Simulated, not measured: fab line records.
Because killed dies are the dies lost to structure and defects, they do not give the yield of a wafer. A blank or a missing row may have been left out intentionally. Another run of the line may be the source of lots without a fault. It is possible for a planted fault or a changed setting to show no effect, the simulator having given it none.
Chamber matching / flow rit-cmos / RIT_GATE_ETCH_19 on rie-si-01 has 4 sister chambers
The step etches poly-Si in SF6/CHF3/O2, stops on SiO2, time 165 s, target depth 312.5 nm. 18 wafers are shown with their chamber, then 9 later ones without.

## WAFERS WITH THEIR CHAMBER
wafer=L521.1; chamber=3; throttle-valve-pct (%)=9.92; drypump-motor-current-A (A)=5.17; oes-product-au (a.u.)=0.835
wafer=L521.3; chamber=1; throttle-valve-pct (%)=10.30; drypump-motor-current-A (A)=5.54; oes-product-au (a.u.)=0.835
wafer=L521.4; chamber=0; throttle-valve-pct (%)=10.46; drypump-motor-current-A (A)=5.58; oes-product-au (a.u.)=0.850
wafer=L523.1; chamber=2; throttle-valve-pct (%)=10.23; drypump-motor-current-A (A)=5.14; oes-product-au (a.u.)=0.857
wafer=L523.2; chamber=3; throttle-valve-pct (%)=9.92; drypump-motor-current-A (A)=5.21; oes-product-au (a.u.)=0.847
wafer=L523.6; chamber=1; throttle-valve-pct (%)=10.30; drypump-motor-current-A (A)=5.55; oes-product-au (a.u.)=0.828
wafer=L525.1; chamber=3; throttle-valve-pct (%)=9.93; drypump-motor-current-A (A)=5.21; oes-product-au (a.u.)=0.833
wafer=L525.4; chamber=0; throttle-valve-pct (%)=10.46; drypump-motor-current-A (A)=5.54; oes-product-au (a.u.)=0.836
wafer=L525.5; chamber=2; throttle-valve-pct (%)=10.22; drypump-motor-current-A (A)=5.16; oes-product-au (a.u.)=0.851
wafer=L529.1; chamber=2; throttle-valve-pct (%)=10.24; drypump-motor-current-A (A)=5.14; oes-product-au (a.u.)=0.845
wafer=L529.2; chamber=3; throttle-valve-pct (%)=9.92; drypump-motor-current-A (A)=5.18; oes-product-au (a.u.)=0.832
wafer=L529.4; chamber=0; throttle-valve-pct (%)=10.47; drypump-motor-current-A (A)=5.53; oes-product-au (a.u.)=0.855
wafer=L531.3; chamber=3; throttle-valve-pct (%)=9.92; drypump-motor-current-A (A)=5.24; oes-product-au (a.u.)=0.849
wafer=L531.4; chamber=0; throttle-valve-pct (%)=10.46; drypump-motor-current-A (A)=5.55; oes-product-au (a.u.)=0.865
wafer=L531.5; chamber=0; throttle-valve-pct (%)=10.46; drypump-motor-current-A (A)=5.56; oes-product-au (a.u.)=0.858
wafer=L535.2; chamber=2; throttle-valve-pct (%)=10.22; drypump-motor-current-A (A)=5.15; oes-product-au (a.u.)=0.861
wafer=L535.4; chamber=1; throttle-valve-pct (%)=10.29; drypump-motor-current-A (A)=5.53; oes-product-au (a.u.)=0.830
wafer=L535.6; chamber=2; throttle-valve-pct (%)=10.21; drypump-motor-current-A (A)=5.15; oes-product-au (a.u.)=0.873

SIGNATURES, as means of the wafers listed above
reading=throttle-valve-pct; chamber 0=10.4620; chamber 1=10.2967; chamber 2=10.2240; chamber 3=9.9220; scatter within a chamber=0.0073
reading=drypump-motor-current-A; chamber 0=5.5520; chamber 1=5.5400; chamber 2=5.1480; chamber 3=5.2020; scatter within a chamber=0.019
reading=oes-product-au; chamber 0=0.85280; chamber 1=0.83100; chamber 2=0.85740; chamber 3=0.83920; scatter within a chamber=0.00931
Rule: for a wafer and a chamber, the distance is found by dividing, reading by reading, the gap between the wafer's reading and the chamber's mean by the reading's scatter, squaring, summing and taking the root. If the next closest chamber is less than 2 further off than the closest, the wafer can't be placed; otherwise it belongs to the closest. The scatter: the root of (the sum of the squares of (reading less its chamber's mean) over the shown wafers, divided by (wafers less chambers)).

## WAFERS WHOSE CHAMBER IS MISSING
wafer=L537.1; throttle-valve-pct (%)=9.91; drypump-motor-current-A (A)=5.24; oes-product-au (a.u.)=0.822
wafer=L537.2; throttle-valve-pct (%)=10.23; drypump-motor-current-A (A)=5.15; oes-product-au (a.u.)=0.847
wafer=L537.3; throttle-valve-pct (%)=10.47; drypump-motor-current-A (A)=5.55; oes-product-au (a.u.)=0.843
wafer=L541.2; throttle-valve-pct (%)=9.92; drypump-motor-current-A (A)=5.23; oes-product-au (a.u.)=0.835
wafer=L541.3; throttle-valve-pct (%)=10.48; drypump-motor-current-A (A)=5.52; oes-product-au (a.u.)=0.853
wafer=L541.6; throttle-valve-pct (%)=10.23; drypump-motor-current-A (A)=5.13; oes-product-au (a.u.)=0.858
wafer=L542.2; throttle-valve-pct (%)=10.28; drypump-motor-current-A (A)=5.55; oes-product-au (a.u.)=0.814
wafer=L542.4; throttle-valve-pct (%)=10.23; drypump-motor-current-A (A)=5.15; oes-product-au (a.u.)=0.841
wafer=L542.5; throttle-valve-pct (%)=10.29; drypump-motor-current-A (A)=5.53; oes-product-au (a.u.)=0.835

## THE CHAMBER EACH PASSED THROUGH
wafer=L537.1; from the rows above=3; in truth=3
wafer=L537.2; from the rows above=2; in truth=2
wafer=L537.3; from the rows above=0; in truth=0
wafer=L541.2; from the rows above=3; in truth=3
wafer=L541.3; from the rows above=0; in truth=0
wafer=L541.6; from the rows above=2; in truth=2
wafer=L542.2; from the rows above=1; in truth=1
wafer=L542.4; from the rows above=2; in truth=2
wafer=L542.5; from the rows above=1; in truth=1
Correctly placed: 9 of 9. Left unplaced by these rows: 0. Placed wrongly: 0.
